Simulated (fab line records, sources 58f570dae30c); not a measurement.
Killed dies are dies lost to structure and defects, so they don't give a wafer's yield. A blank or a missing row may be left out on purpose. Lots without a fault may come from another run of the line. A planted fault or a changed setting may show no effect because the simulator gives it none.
One fault seen from 2 desks | flow berkeley_cmos170 | each desk has only its own numbers; what lay behind them comes last

THE METROLOGY DESK
What the gauges read, lot by lot, whatever tool the lot ran on: means of the sampled wafers that have a number. A lot is out of limits, marked OUT, if its mean lies more than 4 standard deviations from the usual mean; the brackets give that distance.
Columns: A = INCOMING_BOW at UCB170_START_BOW_MEAS_00, usual 0 um; B = PWELL_TW at UCB170_PWELL_TW_MEAS_17, usual 381.2
lot  | first seen here | A  | B
L968 | day 1 10:00     | -0 | 381.0
L969 | day 1 15:00     | -4 | 380.1
L971 | day 2 01:01     | 2  | 379.8
L972 | day 2 06:02     | 1  | 381.0
L973 | day 2 11:01     | 3  | 383.0
L974 | day 2 16:02     | -3 | 382.0
L975 | day 2 21:00     | -4 | 379.6
L977 | day 3 07:02     | -6 | 384.8
L979 | day 3 17:01     | 1  | 405.8 (+14) OUT
L984 | day 4 18:01     | -2 | 404.0 (+13) OUT
L986 | day 5 04:01     | 4  | 380.4
L987 | day 5 09:00     | 1  | 381.6
L988 | day 5 14:00     | 7  | 382.4
L991 | day 6 05:00     | -7 | 381.2
This desk's finding: out of limits on L979, L984; first on L979, day 5 10:30 (PWELL_TW at UCB170_PWELL_TW_MEAS_17). In limits: L968, L969, L971, L972, L973, L974, L975, L977, L986, L987, L988, L991.

THE TOOL OWNER'S DESK: implanter-03
The tool's own readings at UCB170_PWELL_IMPLANT_15: means of the sampled wafers that have a number, for each lot that ran on this tool. A lot is out of limits, marked OUT, if its mean lies more than 4 standard deviations from the usual mean; the brackets give that distance.
Columns: A = beam_on_s at UCB170_PWELL_IMPLANT_15, usual 9.98 s; B = faraday_current_uA at UCB170_PWELL_IMPLANT_15, usual 16.2
lot  | first seen here | A               | B
L971 | day 3 16:39     | 9.85            | 16.4
L973 | day 4 02:54     | 9.85            | 16.4
L975 | day 4 12:23     | 10.02           | 16.2
L977 | day 4 21:34     | 10.01           | 16.2
L979 | day 5 10:16     | 12.35 (+11) OUT | 13.1 (-9.1) OUT
L984 | day 6 06:41     | 12.19 (+11) OUT | 13.3 (-8.6) OUT
This desk's finding: out of limits on L979, L984; first on L979, day 5 10:16 (beam_on_s at UCB170_PWELL_IMPLANT_15). In limits: L971, L973, L975, L977.

PUT TOGETHER
The tool owner's desk could have raised an alarm at day 5 10:16, on L979, L984.
The metrology desk could have raised an alarm at day 5 10:30, on L979, L984.
Of the lots named, all ran UCB170_PWELL_IMPLANT_15 on implanter-03.

WHAT THE SIMULATOR HAD PUT IN
Process parameter drift: implanter-03, from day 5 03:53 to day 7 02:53, at UCB170_PWELL_IMPLANT_15. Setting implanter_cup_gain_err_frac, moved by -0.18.
Lots struck among those shown: L979, L984.
Hours from the fault's start to each desk's first reading out of limits: the tool owner's desk, 6; the metrology desk, 7.
